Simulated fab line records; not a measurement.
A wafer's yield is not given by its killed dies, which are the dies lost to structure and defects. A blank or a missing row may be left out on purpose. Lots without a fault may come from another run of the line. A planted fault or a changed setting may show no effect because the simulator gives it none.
fab line records	flow berkeleyCmos170
record: lots: 5	wafers: 15	lastDay: 13
route steps=331 shown GATE@129 PLDD@145 M3@331
lots untouched by any fault: they come from a run of this same line in which no faults occurred
startH: hours from the record's opening day to when the first of the lot's shown wafers began	waitH: time in hours since the lot's previous step	" same as the row above	L1.1+2: several wafers, shown together as one row	- no value, or no start given	* or withheld: withheld	< > ~ a bound
route shown NAME@n: names a module that has steps shown in the file, with the first one's number in the route	usual: the fault-free wafers' mean and standard deviation	same: alike in all rows	chamber/n: place in a boat	sites: per-site readings	_std_site: standard deviation of those values	_edge_site: inner sites' mean taken away from outer sites' mean	radiusMm: for every site, how far away it sits from the centre of the wafer	mask NAME#n: copy n	behind: the tool/chamber that last shaped the wafer	hold: why the lot was held/for how many hours/how that ended	device: which transistor (n, p or np) failed to switch	end of line: the route-end tests of the same wafers	where a step has no rows: the recipe by itself	killed: dies lost to structure and defects at the first sort, not the wafer's yield	map: shows each die of a wafer: x if killed, . if not, _ if none is there
set.NAME: the setting the step ran with; set.NAME@STEP: the setting that earlier step ran with	model.NAME: the simulator's own value behind a step, which no gauge read
lots at some steps of the route; a table a step, a row a wafer
services: when a tool's chamber went out of use (startH, in hours from the record's first day, below 0 if earlier), for how many hours, and the reason
== steps ==
step: UCB170_GATE_ANNEAL_03
recipe: tempC: 900	timeS: 1800	ambient: N2
step: UCB170_GATE_CVD_04
recipe: material: poly-Si	tempC: 610	precursor: SiH4	timeS: 1440	pressureMtorr: 375	targetThkNm: 214	sih4FlowSccm: 120
step: UCB170_GATE_THK_MEAS_05
recipe: reads: poly-Si_of_GATE_CVD_04
usual: GATE_POLY_THK: 212.9/2
lot.wafer	tool	chamber	startH	waitH	GATE_POLY_THK[nm]
L299.1	filmMetro-03	-	149.43	0.0	214.2
L299.2	"	-	"	"	212.4
L299.5	"	-	"	"	213.7
L301.4	filmMetro-04	-	149.46	0.0	210.8
L301.5	"	-	"	"	211.4
L301.6	"	-	"	"	211.7
L307.1	filmMetro-02	-	198.60	0.0	214.1
L307.4	"	-	"	"	214.6
L307.5	"	-	"	"	215.9
L316.3	filmMetro-02	-	250.17	0.0	213.4
L316.4	"	-	"	"	214.3
L316.6	"	-	"	"	214.4
L321.2	filmMetro-03	-	257.95	0.0	212.4
L321.4	"	-	"	"	215.0
L321.6	"	-	"	"	213.6
step: UCB170_GATE_COAT_06
recipe: resist: BARC	tempC: withheld	timeS: withheld	spinRpm: 3000	resistThkNm: withheld
step: UCB170_GATE_COAT_07
recipe: resist: KrF	spinRpm: 1489	resistThkNm: 900
step: UCB170_GATE_SOFTBAKE_08
recipe: resist: KrF	tempC: 130	timeS: 60
step: UCB170_GATE_EXPOSE_09
recipe: maskId: POLY	targetCdNm: 350	na: 0.5	sigmaOuter: 0.6	sourceShape: conventional	doseMj: 21
step: UCB170_GATE_PEB_10
recipe: pebTempC: 130	pebTimeS: withheld	resist: KrF
step: UCB170_GATE_DEVELOP_11
recipe: developer: TMAH	developTimeS: 45	resist: KrF	devTempC: 21
step: UCB170_GATE_CD_MEAS_12
recipe: targetCdNm: 350
usual: cdNm: 350.0/1.1
lot.wafer	tool	chamber	startH	waitH	cdNm
L299.1	cdSem-02	-	151.43	-	350.3
L299.2	"	-	"	"	350.4
L299.5	"	-	"	"	349.8
L301.4	cdSem-02	-	151.73	-	349.3
L301.5	"	-	"	"	350.3
L301.6	"	-	"	"	350.4
L307.1	cdSem-02	-	199.75	-	351.0
L307.4	"	-	"	"	350.7
L307.5	"	-	"	"	349.5
L316.3	cdSem-01	-	251.37	-	349.5
L316.4	"	-	"	"	349.7
L316.6	"	-	"	"	348.9
L321.2	cdSem-01	-	260.03	-	350.4
L321.4	"	-	"	"	352.1
L321.6	"	-	"	"	350.4
step: UCB170_GATE_OVL_MEAS_13
usual: GATE_OVL: 2/5
lot.wafer	tool	chamber	startH	waitH	GATE_OVL[nm]
L299.1	overlay-02	-	151.55	0.1	9
L299.2	"	-	"	"	4
L299.5	"	-	"	"	7
L301.4	overlay-01	-	151.80	0.1	-4
L301.5	"	-	"	"	-4
L301.6	"	-	"	"	-1
L307.1	overlay-02	-	199.87	0.1	0
L307.4	"	-	"	"	2
L307.5	"	-	"	"	5
L316.3	overlay-01	-	251.46	0.1	-5
L316.4	"	-	"	"	-6
L316.6	"	-	"	"	-2
L321.2	overlay-02	-	260.14	0.1	4
L321.4	"	-	"	"	4
L321.6	"	-	"	"	2
step: UCB170_GATE_ETCH_14
recipe: chemistry: N2/H2	targetDepthA: withheld	overetchA: withheld	target: BARC	timeS: withheld	sourceW: 500	biasW: 100	pressureMtorr: 30	n2FlowSccm: 100	h2FlowSccm: 200
usual: drypumpMotorCurrentA: 5.8/0.49	oesProductAu: 0.998/0.015	throttleValvePct: 13.29/0.15
lot.wafer	tool	chamber	startH	waitH	drypumpMotorCurrentA	oesProductAu	throttleValvePct
L299.1	rieDiel-04	1	151.58	0.0	6.6	1.000	12.96
L299.2	"	2	"	"	5.7	1.007	13.27
L299.5	"	1	"	"	6.6	0.993	12.97
L301.4	rieDiel-03	0	151.82	0.0	5.7	1.008	13.41
L301.5	"	2	"	"	4.9	1.005	13.32
L301.6	"	1	"	"	6.6	1.009	13.47
L307.1	rieDiel-04	2	199.90	0.0	5.8	1.014	13.28
L307.4	"	3	"	"	4.9	1.008	13.53
L307.5	"	0	"	"	5.9	0.995	13.08
L316.3	rieDiel-02	3	251.48	0.0	5.5	0.982	13.35
L316.4	"	1	"	"	6.2	0.996	13.42
L316.6	"	3	"	"	5.5	0.991	13.34
L321.2	rieDiel-02	3	260.17	0.0	5.5	0.994	13.34
L321.4	"	1	"	"	6.1	0.999	13.42
L321.6	"	3	"	"	5.5	1.003	13.35
step: UCB170_GATE_ETCH_15
recipe: chemistry: HBr/Cl2	target: poly-Si	stopOn: SiO2	overEtchFrac: 0.3	icpW: 300	biasW: 150	timeS: 56.3	pressureMtorr: 15	HBr_flow_sccm: 150	Cl2_flow_sccm: 50	targetDepthA: 2782
usual: drypumpMotorCurrentA: 6.0/0.48	mfcCl2Sccm: 49.98/0.15	oesProductAu: 0.824/0.017	throttleValvePct: 26.39/0.21
lot.wafer	tool	chamber	startH	waitH	drypumpMotorCurrentA	mfcCl2Sccm	oesProductAu	rfHoursCounterH	throttleValvePct	model.KrF_of_GATE_COAT_07.thkNm
L299.1	rieSi-02	3	151.62	-	6.0	49.98	0.792	23	26.37	786.9
L299.2	"	1	"	"	5.5	49.79	0.843	57	26.23	785.7
L299.5	"	1	"	"	5.5	49.89	0.845	-	26.25	784.7
L301.4	rieSi-01	0	151.86	-	5.5	50.05	0.786	1	26.74	779.5
L301.5	"	3	"	"	6.3	49.89	0.818	-	26.55	781.6
L301.6	"	2	"	"	6.5	49.96	0.838	-	26.43	781.5
L307.1	rieSi-02	1	199.94	-	5.5	49.97	0.833	57	26.23	801.6
L307.4	"	3	"	"	6.0	50.21	0.798	24	26.39	804.3
L307.5	"	3	"	"	6.0	50.06	0.790	-	26.40	807.8
L316.3	rieSi-01	3	251.53	-	6.3	50.17	0.825	14	26.53	781.8
L316.4	"	0	"	"	5.5	50.09	0.811	-	26.71	778.3
L316.6	"	3	"	"	6.3	50.04	0.830	-	26.54	782.8
L321.2	rieSi-01	0	260.21	-	5.5	50.37	0.810	1	26.72	783.8
L321.4	"	2	"	"	6.5	49.98	0.838	-	26.43	785.1
L321.6	"	3	"	"	6.3	49.90	0.833	-	26.54	783.4
step: UCB170_GATE_STRIP_16
recipe: chemistry: O2	powerW: 400	pressureMtorr: 3500	platenTempC: withheld	o2FlowSccm: 400	overashFraction: 0.5
usual: drypumpMotorCurrentA: 5.6/0.59	oesProductAu: 0.724/0.0046
lot.wafer	tool	chamber	startH	waitH	drypumpMotorCurrentA	oesProductAu	rfHoursCounterH
L299.1	plasmaAsher-03	0	151.67	0.0	6.0	0.726	42
L299.2	"	1	"	"	4.8	0.722	42
L299.5	"	0	"	"	6.0	0.730	-
L301.4	plasmaAsher-01	0	151.95	0.1	5.1	0.727	-
L301.5	"	0	"	"	5.1	0.727	-
L301.6	"	1	"	"	6.2	0.719	-
L307.1	plasmaAsher-02	1	199.99	0.0	5.3	0.727	49
L307.4	"	0	"	"	6.3	0.714	-
L307.5	"	1	"	"	5.3	0.719	-
L316.3	plasmaAsher-02	0	251.61	0.1	6.4	0.722	-
L316.4	"	1	"	"	5.3	0.722	-
L316.6	"	1	"	"	5.3	0.726	-
L321.2	plasmaAsher-03	0	260.26	0.0	6.0	0.725	52
L321.4	"	1	"	"	4.8	0.722	-
L321.6	"	0	"	"	6.0	0.722	-
step: UCB170_GATE_CD_MEAS_90
recipe: targetCdNm: 350
usual: cdNm: 349.9/1.3
lot.wafer	tool	chamber	startH	waitH	cdNm
L299.1	cdSem-02	-	152.27	0.6	350.1
L299.2	"	-	"	"	350.5
L299.5	"	-	"	"	349.7
L301.4	cdSem-02	-	152.45	0.5	349.3
L301.5	"	-	"	"	350.4
L301.6	"	-	"	"	350.5
L307.1	cdSem-01	-	200.09	0.1	350.9
L307.4	"	-	"	"	350.0
L307.5	"	-	"	"	350.2
L316.3	cdSem-02	-	251.78	0.1	349.8
L316.4	"	-	"	"	350.1
L316.6	"	-	"	"	348.5
L321.2	cdSem-01	-	260.45	0.2	350.8
L321.4	"	-	"	"	352.1
L321.6	"	-	"	"	351.0
step: UCB170_GATE_CLEAN_17
recipe: chemistry: SPM	tempC: 120	timeS: 600
step: UCB170_PLDD_HMDS_00
recipe: primeTimeS: 60	primeTempC: 100
lot.wafer	tool	chamber	startH	waitH
L299.1+2+5	lithoTrack-01	0	152.56	0.0
L301.4+5+6	lithoTrack-04	0	152.81	0.1
L307.1	lithoTrack-01	0	200.39	0.0
L316.3+4+6	lithoTrack-04	0	253.78	0.1
L321.2+4+6	lithoTrack-03	0	261.21	0.5
step: UCB170_PLDD_COAT_01
recipe: resist: KrF	spinRpm: 1500	resistThkNm: 900
lot.wafer	tool	chamber	startH	waitH
L299.1+2+5	lithoTrack-01	0	152.71	0.1
L301.4+5+6	lithoTrack-04	0	152.96	0.1
L307.1	lithoTrack-01	0	200.54	0.1
L316.3+4+6	lithoTrack-04	0	253.93	0.1
L321.2+4+6	lithoTrack-03	0	261.36	0.1
step: UCB170_M3_PROBE_99
lot.wafer	tool	chamber	startH	waitH	model.etest.pldd.lineOhmUm	model.etest.pldd.rsOhmSq	model.etest.nldd.lineOhmUm	model.etest.nldd.rsOhmSq	model.etest.nplusSal.widthNm	model.etest.pplusSal.widthNm	model.etest.pplusSal.lineOhmUm	model.etest.nplusSal.lineOhmUm
L299.1	prober-01	-	191.49	0.1	1759	1083	1257	768	722.7	726.5	5.162	5.125
L299.2	prober-01	-	191.54	0.1	1854	1117	1278	765.2	695.8	697.7	5.424	5.337
L299.5	prober-01	-	191.69	0.2	1850	1109	1270	755.9	699.4	698.8	5.411	5.404
L301.4	prober-02	-	195.37	0.2	1785	1091	1288	771.6	718.1	718.1	5.267	5.148
L301.5	prober-02	-	195.42	0.2	1773	1091	1268	778.2	724	724.2	5.274	5.073
L301.6	prober-02	-	195.47	0.2	1801	1104	1268	778.9	694	696.3	5.581	5.457
L307.1	prober-01	-	236.29	0.1	1916	1140	1315	792.6	720.4	725.6	5.148	5.077
L307.4	prober-01	-	236.44	0.2	2500	1505	1484	884.4	592.5	591.8	80.53	57.28
L307.5	prober-01	-	236.49	0.2	2845	1672	1549	916.7	581.2	575.5	112.5	72.08
L316.3	prober-02	-	296.91	0.2	1824	1116	1261	772.3	683.2	681.2	5.538	5.421
L316.4	prober-02	-	296.96	0.2	1717	1051	1274	769.1	724.2	728.8	5.2	5.052
L316.6	prober-02	-	297.06	0.2	1822	1122	1286	774.6	694.4	696.5	5.372	5.309
L321.2	prober-02	-	302.22	0.1	1820	1113	1258	771.5	715	710.6	5.311	5.153
L321.4	prober-02	-	302.32	0.2	1808	1121	1238	773.4	711.4	716.2	5.208	5.118
L321.6	prober-02	-	302.42	0.2	1816	1108	1231	765.3	714.2	708.8	5.319	5.208
killed by level:class
L299.1 ZERO:geometricParticle:short=1 V2:geometricParticle:open=1
L299.2 V2:geometricParticle:open=1
L301.4 SILICIDE:geometricParticle:open=2 WELLDRIVE:geometricParticle:open=1 SILICIDE:geometricParticle:short=1 M3:geometricParticle:short=1
L301.5 WELLDRIVE:geometricParticle:open=1 GATE:geometricParticle:open=1 V1:geometricParticle:short=1
L301.6 GATE:geometricParticle:short=1 CONTACT:geometricParticle:open=1 V1:geometricParticle:open=1 M3:geometricParticle:short=1
L316.3 V2:geometricParticle:open=1
L316.4 FIELD:geometricParticle:open=1 CONTACT:geometricParticle:short=1 ACTIVE:areaEtch=1
L316.6 GATE:geometricParticle:open=2
L321.2 ACTIVE:areaEtch=4 ACTIVE:geometricParticle:open=1 SACOX:geometricParticle:open=1 SPACER:geometricParticle:open=1 SILICIDE:geometricParticle:open=1 M2:geometricParticle:short=1
L321.4 GATE:geometricParticle:open=1 GATE:geometricParticle:short=1 V1:geometricParticle:open=1 M3:geometricParticle:short=1
L321.6 GATE:geometricParticle:short=2 M1:geometricParticle:short=1 M3:geometricParticle:short=1
== services ==
tool	chamber	startH	hours	kind
rieDiel-02	1	130.87	8.5	repair
rieDiel-04	3	136.94	-	clean
rieDiel-04	3	136.94	19.4	scheduledDown
rieDiel-04	3	136.94	19.4	ventCycle
rieDiel-03	3	138.91	5.0	repair
rieSi-01	0	144.02	7.4	repair
rieSi-02	2	147.06	-	clean
rieSi-02	2	147.06	16.9	scheduledDown
rieSi-02	2	147.06	16.9	ventCycle
rieSi-01	1	154.42	15.7	repair
rieDiel-04	1	198.96	10.0	repair
rieSi-02	1	202.33	6.9	repair
plasmaAsher-03	-	209.78	1.6	repair
rieSi-01	1	213.78	22.4	repair
rieDiel-02	1	217.39	4.3	repair
rieSi-01	-	217.42	28.1	pm
rieDiel-03	2	231.76	6.3	repair
rieDiel-02	1	233.78	-	clean
rieSi-02	0	235.32	4.3	repair
rieDiel-02	2	238.31	16.3	repair
rieSi-01	1	250.06	-	clean
rieSi-01	1	250.06	24.3	scheduledDown
rieSi-01	1	250.06	24.3	ventCycle
rieDiel-02	-	257.61	0.5	repair
== key ==
firstSign: step: UCB170_PLDD_HMDS_00	reading: visit	direction: missing
effect: step: UCB170_PLDD_COAT_01	reading: visit	direction: missing
modelEffect: step: UCB170_GATE_ETCH_15	value: KrF_of_GATE_COAT_07.thkNm	without: 781.5	struck: 804.6
modelEffect: step: UCB170_M3_PROBE_99	value: etest.pldd.lineOhmUm	without: 1874	struck: 2420
metAt UCB170_GATE_ETCH_15
struckWafers L307.1,L307.4,L307.5
laterRowsLeftOut L307.4,L307.5
sortLeftOut L307.1,L307.4,L307.5
testerLeftOut L307
onsetBetween 151.62 199.94
alsoFits UCB170_GATE_ETCH_14:rieDiel-04,UCB170_PLDD_HMDS_00:lithoTrack-01
fault: kind: processParameterDrift	tool: rieSi-02	chamber: -	onsetH: 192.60	steps: UCB170_GATE_ETCH_15	channel: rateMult	offset: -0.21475	shape: step	endH: 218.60
testerLeftOut: of these lots the tester's yield and bins aren't shown, on N5 and GAA mostly nor the transistor test; their killed dies are dies lost to structure and defects alone, not to doping, threshold or leakage, so they don't give the yield
sortLeftOut: the simulated sort isn't trusted on such a fault, so these wafers' sort isn't shown, and their yield isn't known
laterRowsLeftOut: the simulator's readings of these wafers behind a module that went badly wrong aren't trusted and aren't shown, but for the sort
